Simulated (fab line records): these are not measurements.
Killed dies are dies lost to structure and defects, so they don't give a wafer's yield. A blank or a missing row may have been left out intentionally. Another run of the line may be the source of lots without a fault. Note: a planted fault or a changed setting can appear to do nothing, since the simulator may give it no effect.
fab line records	flow berkeleyCmos170
record: lots: 6	wafers: 18	lastDay: 13
route steps=331 shown M3@315
lots untouched by any fault: they come from a run of this same line in which no faults occurred
startH: start of the lot's first displayed wafer, in hours after the record's first day	waitH: time in hours since the lot's previous step	" unchanged from the row above	L1.1+2: a single row standing in for several wafers	- no value, or no start given	* or withheld: withheld	< > ~ a bound
route shown NAME@n: a module of which the file shows steps, and the number in the route of the first	usual: the fault-free wafers' mean and standard deviation	same: alike in all rows	chamber/n: place in a boat	sites: the reading at each site	_std_site: their standard deviation	_edge_site: the outer-site mean with the inner-site mean subtracted	radiusMm: for every site, how far away it sits from the centre of the wafer	mask NAME#n: copy n	behind: tool/chamber where the wafer was last shaped	hold: cause of the lot's hold/its duration in hours/its outcome	device: which transistor (n, p or np) failed to switch	end of line: tests run on the same wafers once the route is complete	for a step that has no rows: nothing shown but its recipe	killed: dies that structure and defects cost at the first sort, which is not the same as the wafer's yield	map: shows each die of a wafer: x if killed, . if not, _ if none is there
set.NAME: the setting that was run; set.NAME@STEP: the one run at that earlier step	model.NAME: the simulator's own value behind a step, which no gauge read
lots seen at some steps along the route; tables by step, rows by wafer
services: when a tool's chamber went out of use (startH, in hours from the record's first day, below 0 if earlier), for how many hours, and the reason
== steps ==
step: UCB170_M3_SOFTBAKE_06
recipe: resist: KrF	tempC: 130	timeS: 60
step: UCB170_M3_STRIP_07
recipe: chemistry: O2	powerW: 400	pressureMtorr: 3500	platenTempC: withheld	o2FlowSccm: 400	overashFraction: 0.5
usual: drypumpMotorCurrentA: 5.9/0.49	oesProductAu: 0.735/0.0046	stripTimeToEndpointS: 21.97/0.06
lot.wafer	tool	chamber	startH	waitH	drypumpMotorCurrentA	oesProductAu	rfHoursCounterH	stripTimeToEndpointS
L508.2	plasmaAsher-03	0	175.21	0.1	6.2	0.737	41	22.02
L508.4	"	0	"	"	6.2	0.733	-	21.98
L508.6	"	0	"	"	6.2	0.742	-	22.05
L509.4	plasmaAsher-03	1	183.30	0.1	6.0	0.737	-	21.93
L509.5	"	1	"	"	6.0	0.729	-	21.96
L509.6	"	0	"	"	6.2	0.742	-	21.96
L511.3	plasmaAsher-04	0	207.97	0.1	6.6	0.731	-	21.93
L511.4	"	1	"	"	5.5	0.738	-	21.95
L511.5	"	1	"	"	5.6	0.730	-	21.96
L513.1	plasmaAsher-03	1	208.09	0.1	6.0	0.733	44	21.89
L513.2	"	0	"	"	6.3	0.733	44	21.97
L513.5	"	1	"	"	6.0	0.735	-	21.97
L525.2	plasmaAsher-02	0	275.51	0.1	5.2	0.737	54	21.89
L525.3	"	1	"	"	5.4	0.737	-	21.94
L525.4	"	0	"	"	5.2	0.737	-	21.84
L527.2	plasmaAsher-04	0	298.09	0.1	6.6	0.730	19	21.99
L527.4	"	0	"	"	6.6	0.739	-	22.04
L527.5	"	1	"	"	5.6	0.740	-	21.95
step: UCB170_M3_STRIP_08
recipe: chemistry: DMSO	tempC: 80	timeS: 600	material: KrF
step: UCB170_M3_COAT_09
recipe: resist: BARC	tempC: withheld	timeS: withheld	spinRpm: 3000	resistThkNm: withheld
step: UCB170_M3_COAT_10
recipe: resist: KrF	spinRpm: 1500	resistThkNm: 913
step: UCB170_M3_SOFTBAKE_11
recipe: resist: KrF	tempC: 130	timeS: 60
step: UCB170_M3_EXPOSE_12
recipe: maskId: METAL3	targetCdNm: 700	na: 0.5	sigmaOuter: 0.6	sourceShape: conventional	doseMj: 26
step: UCB170_M3_PEB_13
recipe: pebTempC: 130	pebTimeS: withheld	resist: KrF
step: UCB170_M3_DEVELOP_14
recipe: developer: TMAH	developTimeS: 45	resist: KrF	devTempC: 21
step: UCB170_M3_CD_MEAS_15
recipe: targetCdNm: 700
usual: cdNm: 700.0/1.3
lot.wafer	tool	chamber	startH	waitH	cdNm
L508.2	cdSem-02	-	176.80	-	701.4
L508.4	"	-	"	"	701.6
L508.6	"	-	"	"	701.4
L509.4	cdSem-01	-	184.46	-	699.8
L509.5	"	-	"	"	699.5
L509.6	"	-	"	"	697.5
L511.3	cdSem-02	-	210.46	-	701.1
L511.4	"	-	"	"	701.6
L511.5	"	-	"	"	701.3
L513.1	cdSem-01	-	210.55	-	700.2
L513.2	"	-	"	"	700.3
L513.5	"	-	"	"	701.4
L525.2	cdSem-02	-	276.87	-	699.0
L525.3	"	-	"	"	700.3
L525.4	"	-	"	"	699.5
L527.2	cdSem-02	-	299.96	-	699.8
L527.4	"	-	"	"	700.7
L527.5	"	-	"	"	702.4
step: UCB170_M3_OVL_MEAS_16
usual: M3_OVL: 1/6.1
lot.wafer	tool	chamber	startH	waitH	M3_OVL[nm]
L508.2	overlay-01	-	176.91	0.1	9
L508.4	"	-	"	"	6
L508.6	"	-	"	"	6
L509.4	overlay-01	-	184.53	0.1	1
L509.5	"	-	"	"	-7
L509.6	"	-	"	"	-8
L511.3	overlay-02	-	210.55	0.1	14
L511.4	"	-	"	"	5
L511.5	"	-	"	"	4
L513.1	overlay-01	-	210.67	0.1	4
L513.2	"	-	"	"	1
L513.5	"	-	"	"	3
L525.2	overlay-01	-	276.98	0.1	3
L525.3	"	-	"	"	18
L525.4	"	-	"	"	10
L527.2	overlay-02	-	300.07	0.1	3
L527.4	"	-	"	"	1
L527.5	"	-	"	"	-6
step: UCB170_M3_ETCH_17
recipe: chemistry: N2/H2	targetDepthA: withheld	overetchA: withheld	target: BARC	timeS: withheld	sourceW: 500	biasW: 100	pressureMtorr: 30	n2FlowSccm: 100	h2FlowSccm: 200
usual: biasW: 100.03/0.29	drypumpMotorCurrentA: 5.8/0.56	oesProductAu: 0.992/0.019	rfFwdPowerW: 495.3/2.4	throttleValvePct: 13.33/0.21
lot.wafer	tool	chamber	startH	waitH	biasW	drypumpMotorCurrentA	oesProductAu	rfFwdPowerW	throttleValvePct
L508.2	rieDiel-03	3	176.94	0.0	100.03	5.6	0.997	493.2	13.33
L508.4	"	2	"	"	100.07	5.3	1.003	495.7	13.36
L508.6	"	2	"	"	100.19	5.2	0.998	495.2	13.38
L509.4	rieDiel-03	1	184.55	0.0	99.97	5.9	0.992	494.8	13.06
L509.5	"	1	"	"	100.16	5.9	0.992	494.7	13.03
L509.6	"	2	"	"	100.08	5.2	1.004	498.4	13.34
L511.3	rieDiel-04	1	210.57	0.0	99.50	5.6	0.971	498.3	13.53
L511.4	"	2	"	"	99.95	5.9	0.985	498.1	13.52
L511.5	"	1	"	"	99.83	5.6	0.962	497.2	13.53
L513.1	rieDiel-01	3	210.70	0.0	99.62	6.6	0.986	500.1	13.60
L513.2	"	0	"	"	100.17	6.8	0.957	500.0	13.07
L513.5	"	3	"	"	99.49	6.6	0.991	497.6	13.60
L525.2	rieDiel-01	0	277.01	0.0	99.65	6.8	0.970	496.2	13.07
L525.3	"	3	"	"	100.33	6.6	0.992	496.0	13.60
L525.4	"	1	"	"	99.75	5.0	1.024	494.2	13.04
L527.2	rieDiel-04	1	300.10	0.0	99.87	5.6	0.992	500.0	13.49
L527.4	"	3	"	"	100.71	5.8	0.984	492.6	13.37
L527.5	"	2	"	"	99.84	5.9	0.983	495.7	13.52
step: UCB170_M3_METAL_ETCH_18
recipe: chemistry: Cl2/BCl3	target: Al	stopOn: SiO2	pressureMtorr: 12	targetDepthA: 11700	overEtchFrac: 0.3	timeS: 195	icpW: 600	biasW: 120	Cl2_flow_sccm: 90	bcl3FlowSccm: 45
usual: biasW: 120.0/0.38	drypumpMotorCurrentA: 5.60/0.27	heBacksideLeakSccm: 3.36/0.21	oesProductAu: 0.862/0.0097	rfFwdPowerW: 597.3/1.9	throttleValvePct: 24.40/0.16
lot.wafer	tool	chamber	startH	waitH	biasW	drypumpMotorCurrentA	heBacksideLeakSccm	oesProductAu	rfFwdPowerW	rfHoursCounterH	throttleValvePct	model.M3.featureDepthNm	model.KrF_of_M3_COAT_10.thkNm	model.etch.depthNm
L508.2	rieMetal-02	0	176.98	-	119.7	5.46	3.14	0.866	598.4	5	24.32	961.6	250	907.5
L508.4	"	1	"	"	120.8	5.22	3.64	0.875	595.8	-	24.50	968.3	233.4	912.4
L508.6	"	1	"	"	120.2	5.20	3.87	0.870	593.3	-	24.49	972.9	230.9	916.7
L509.4	rieMetal-03	1	184.66	-	119.4	6.08	3.18	0.862	596.1	-	24.22	974.4	208.2	917
L509.5	"	0	"	"	120.8	5.82	3.39	0.866	595.8	-	24.77	975.7	222.4	919.2
L509.6	"	1	"	"	119.9	6.10	3.04	0.858	598.0	-	24.20	978.2	207.3	920.8
L511.3	rieMetal-01	0	210.68	-	120.0	5.66	3.73	0.851	598.1	-	24.34	975.9	226	919.7
L511.4	"	1	"	"	119.9	5.45	3.56	0.859	595.6	-	24.37	980.4	230.1	924.6
L511.5	"	1	"	"	120.7	5.46	3.37	0.851	594.0	-	24.37	969.6	230.2	914
L513.1	rieMetal-03	0	210.75	-	120.2	5.82	3.58	0.863	598.2	13	24.76	974.6	230.2	918.3
L513.2	"	1	"	"	120.5	6.10	3.14	0.864	597.9	12	24.24	977.8	214.8	920.6
L513.5	"	0	"	"	120.1	5.82	3.45	0.871	597.3	-	24.76	977.4	235.7	921.7
L525.2	rieMetal-01	0	277.05	-	120.0	5.59	3.52	0.750	597.5	6	24.38	740.5	470.2	740.5
L525.3	"	1	"	"	119.7	5.44	3.46	0.765	596.1	-	24.46	726.6	478.4	726.6
L525.4	"	0	"	"	119.3	5.60	3.52	0.754	601.3	-	24.38	744.7	464.7	744.7
L527.2	rieMetal-01	1	300.14	-	119.4	5.44	3.16	0.763	599.6	1	24.47	729.7	476.7	729.7
L527.4	"	1	"	"	119.9	5.44	3.20	0.767	598.3	-	24.48	725.9	479.1	725.9
L527.5	"	1	"	"	119.9	5.46	3.40	0.760	603.0	-	24.46	724.5	480.3	724.5
step: UCB170_M3_STRIP_19
recipe: chemistry: O2	powerW: 400	pressureMtorr: 3500	platenTempC: withheld	o2FlowSccm: 400	overashFraction: 0.5
usual: drypumpMotorCurrentA: 5.8/0.49	oesProductAu: 0.563/0.014
lot.wafer	tool	chamber	startH	waitH	drypumpMotorCurrentA	oesProductAu	rfHoursCounterH
L508.2	plasmaAsher-02	0	177.17	0.1	5.2	0.584	43
L508.4	"	0	"	"	5.2	0.565	-
L508.6	"	0	"	"	5.2	0.562	-
L509.4	plasmaAsher-04	1	184.81	0.1	5.6	0.537	-
L509.5	"	0	"	"	6.6	0.556	-
L509.6	"	1	"	"	5.5	0.543	-
L511.3	plasmaAsher-02	1	210.83	0.1	5.4	0.555	-
L511.4	"	0	"	"	5.2	0.558	-
L511.5	"	0	"	"	5.2	0.559	-
L513.1	plasmaAsher-03	0	210.93	0.1	6.3	0.555	45
L513.2	"	1	"	"	6.0	0.543	45
L513.5	"	1	"	"	6.0	0.564	-
L525.2	plasmaAsher-02	1	277.24	0.1	5.4	0.727	54
L525.3	"	1	"	"	5.4	0.713	-
L525.4	"	0	"	"	5.2	0.712	-
L527.2	plasmaAsher-03	0	300.33	0.1	6.2	0.720	55
L527.4	"	0	"	"	6.2	0.714	-
L527.5	"	1	"	"	5.9	0.727	-
step: UCB170_M3_CD_MEAS_90
recipe: targetCdNm: 700
usual: cdNm: 700.1/2.8
lot.wafer	tool	chamber	startH	waitH	cdNm
L508.2	cdSem-01	-	177.29	0.1	702.0
L508.4	"	-	"	"	701.1
L508.6	"	-	"	"	699.9
L509.4	cdSem-01	-	184.94	0.1	693.1
L509.5	"	-	"	"	698.8
L509.6	"	-	"	"	693.3
L511.3	cdSem-01	-	210.94	0.1	702.5
L511.4	"	-	"	"	703.5
L511.5	"	-	"	"	704.2
L513.1	cdSem-02	-	211.03	0.1	701.6
L513.2	"	-	"	"	700.4
L513.5	"	-	"	"	704.5
L525.2	cdSem-01	-	277.36	0.1	714.5
L525.3	"	-	"	"	718.6
L525.4	"	-	"	"	717.9
L527.2	cdSem-02	-	300.45	0.1	720.0
L527.4	"	-	"	"	723.5
L527.5	"	-	"	"	721.4
step: UCB170_M3_BOW_MEAS_20
recipe: mode: bow
usual: M3_BOW: 36/6.9
lot.wafer	tool	chamber	startH	waitH	M3_BOW[um]
L508.2	filmMetro-01	-	177.41	0.1	47
L508.4	"	-	"	"	27
L508.6	"	-	"	"	43
L509.4	filmMetro-01	-	185.06	0.1	25
L509.5	"	-	"	"	39
L509.6	"	-	"	"	31
L511.3	filmMetro-01	-	211.06	0.1	30
L511.4	"	-	"	"	27
L511.5	"	-	"	"	21
L513.1	filmMetro-03	-	211.15	0.1	34
L513.2	"	-	"	"	43
L513.5	"	-	"	"	27
L525.2	filmMetro-01	-	277.48	0.1	33
L525.3	"	-	"	"	46
L525.4	"	-	"	"	33
L527.2	filmMetro-04	-	300.57	0.1	44
L527.4	"	-	"	"	46
L527.5	"	-	"	"	41
== services ==
tool	chamber	startH	hours	kind
rieDiel-03	1	153.07	10.0	repair
plasmaAsher-04	-	153.72	8.6	repair
rieDiel-01	2	154.18	4.9	repair
rieDiel-04	3	158.59	4.3	repair
rieMetal-03	0	167.32	3.7	repair
rieMetal-02	-	167.97	0.5	repair
rieMetal-01	-	179.32	2.8	pm
rieMetal-03	-	185.13	14.6	pm
rieMetal-02	-	214.44	0.2	repair
plasmaAsher-03	-	219.91	0.7	repair
rieDiel-03	-	228.66	0.5	repair
rieMetal-01	-	228.98	14.6	pm
rieMetal-02	1	229.84	6.0	repair
rieDiel-03	-	241.48	15.6	pm
rieMetal-03	1	249.18	2.9	repair
rieMetal-01	1	250.86	-	clean
rieMetal-01	1	250.86	17.0	scheduledDown
rieMetal-01	1	250.86	17.0	ventCycle
rieMetal-02	1	251.47	15.7	repair
rieDiel-04	1	257.15	-	clean
rieDiel-04	1	257.15	21.5	scheduledDown
plasmaAsher-02	-	284.74	0.5	repair
rieDiel-01	1	287.91	2.6	repair
plasmaAsher-03	-	290.12	3.4	repair
== key ==
firstSign: step: UCB170_M3_METAL_ETCH_18	reading: oesProductAu	direction: down	sigmas: 11	usual: 0.862	struck: 0.760
effect: step: UCB170_M3_STRIP_19	reading: oesProductAu	direction: up	sigmas: 11	usual: 0.563	struck: 0.719
effect: step: UCB170_M3_CD_MEAS_90	reading: cdNm	direction: up	sigmas: 6.9	usual: 700.1	struck: 719.3
modelEffect: step: UCB170_M3_METAL_ETCH_18	value: M3.featureDepthNm	without: 984.1	struck: 732
modelEffect: step: UCB170_M3_PROBE_99	value: etest.antennaM2.short	without: 0	struck: 1
metAt UCB170_M3_METAL_ETCH_18
struckWafers L525.2,L525.3,L525.4,L527.2,L527.4,L527.5
laterRowsLeftOut L525.2,L525.3,L525.4,L527.2,L527.4,L527.5
sortLeftOut L525.2,L525.3,L525.4,L527.2,L527.4,L527.5
onsetBetween 210.68 277.05
fault: kind: processParameterDrift	tool: rieMetal-01	chamber: -	onsetH: 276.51	steps: UCB170_M3_METAL_ETCH_18	channel: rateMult	offset: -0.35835	shape: step	endH: 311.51
sortLeftOut: the simulated sort isn't trusted on such a fault, so these wafers' sort isn't shown, and their yield isn't known
laterRowsLeftOut: the simulator's readings of these wafers behind a module that went badly wrong aren't trusted and aren't shown, but for the sort
